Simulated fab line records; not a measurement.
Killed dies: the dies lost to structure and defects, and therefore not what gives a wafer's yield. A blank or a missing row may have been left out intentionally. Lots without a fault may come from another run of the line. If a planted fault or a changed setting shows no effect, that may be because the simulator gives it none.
A single fault, viewed from 2 desks -- flow berkeley cmos170 -- each desk has only its own numbers; what lay behind them comes last

== DESK OF THE TOOL OWNER: implanter-03 ==
UCB170_NWELL_IMPLANT_14, tool's own readings: per-lot mean of the sampled wafers with a number, covering each lot this tool ran. Marked OUT: a lot whose mean sits more than 4 standard deviations from the usual mean, which makes it out of limits; the brackets give that distance.
Columns: A = beam energy keV at UCB170_NWELL_IMPLANT_14, usual 150.01; B = dose ions cm2 at UCB170_NWELL_IMPLANT_14, usual 1.0001e+13; C = faraday current uA at UCB170_NWELL_IMPLANT_14, usual 31.8
lot,first seen here,A,B,C
L856,day 2 15:07,150.02,1.0006e+13,32.1
L858,day 3 06:21,150.01,1.0002e+13,31.4
L860,day 3 14:58,150.05,9.9913e+12,31.9
L862,day 4 05:23,150.04,1.0002e+13,32.2
L864,day 4 11:24,150.02,1.1122e+13 (+99 or more) OUT,35.7 (+6.1) OUT
L870,day 5 06:55,150.02,1.1129e+13 (+99 or more) OUT,35.6 (+6.0) OUT
Finding of this desk: L864, L870 out of limits; the first was L864 at day 4 11:24, on dose ions cm2 at UCB170_NWELL_IMPLANT_14. L856, L858, L860, L862 stayed within limits.

== FROM THE METROLOGY DESK ==
What the gauges read, lot by lot, whatever tool the lot ran on: means of the sampled wafers that have a number. Marked OUT: a lot whose mean sits more than 4 standard deviations from the usual mean, which makes it out of limits; the brackets give that distance.
Columns: A = NWELL_TW at UCB170_NWELL_TW_MEAS_16, usual 1238; B = PVT_OVL at UCB170_PVT_OVL_MEAS_06, usual -1 nm; C = cd nm at UCB170_CONTACT_CD_MEAS_15, usual 700.1 nm
lot,first seen here,A,B,C
L856,day 2 15:22,1232,1,700.6
L857,day 2 20:52,1230,-4,700.5
L858,day 3 06:36,1235,-0,700.3
L861,day 3 14:56,1235,-0,700.1
L859,day 3 15:11,1240,-9,698.3
L860,day 3 15:11,1241,1,700.7
L862,day 4 05:37,1234,1,700.6
L864,day 4 11:38,1285 (+6.5) OUT,0,698.8
L865,day 4 12:11,1230,-12,698.0
L870,day 5 07:08,1292 (+7.5) OUT,1,702.6
L873,day 6 06:59,1237,2,701.4
L876,day 6 13:41,1233,-5,700.2
L878,day 7 05:32,1230,0,698.3
L879,day 7 05:40,1235,-6,699.0
Per this desk, out of limits: L864, L870; the first was L864, day 4 11:38 (NWELL_TW at UCB170_NWELL_TW_MEAS_16). L856, L857, L858, L861, L859, L860, L862, L865, L873, L876, L878, L879 stayed within limits.

== ALL TOGETHER ==
At day 4 11:24, on L864, L870, the tool owner's desk was in a position to raise an alarm.
Metrology desk: alarm possible at day 4 11:38 on L864, L870.
The lots listed all ran UCB170_NWELL_IMPLANT_14 on implanter-03.

== WHAT HAD BEEN PUT IN BY THE SIMULATOR ==
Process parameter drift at UCB170_NWELL_IMPLANT_14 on implanter-03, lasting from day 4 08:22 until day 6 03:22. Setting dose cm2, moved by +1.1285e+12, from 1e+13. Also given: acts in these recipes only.
Struck lots among those shown: L864, L870.
Fault start to first reading out of limits, in hours, per desk: tool owner, 3; metrology, 3.
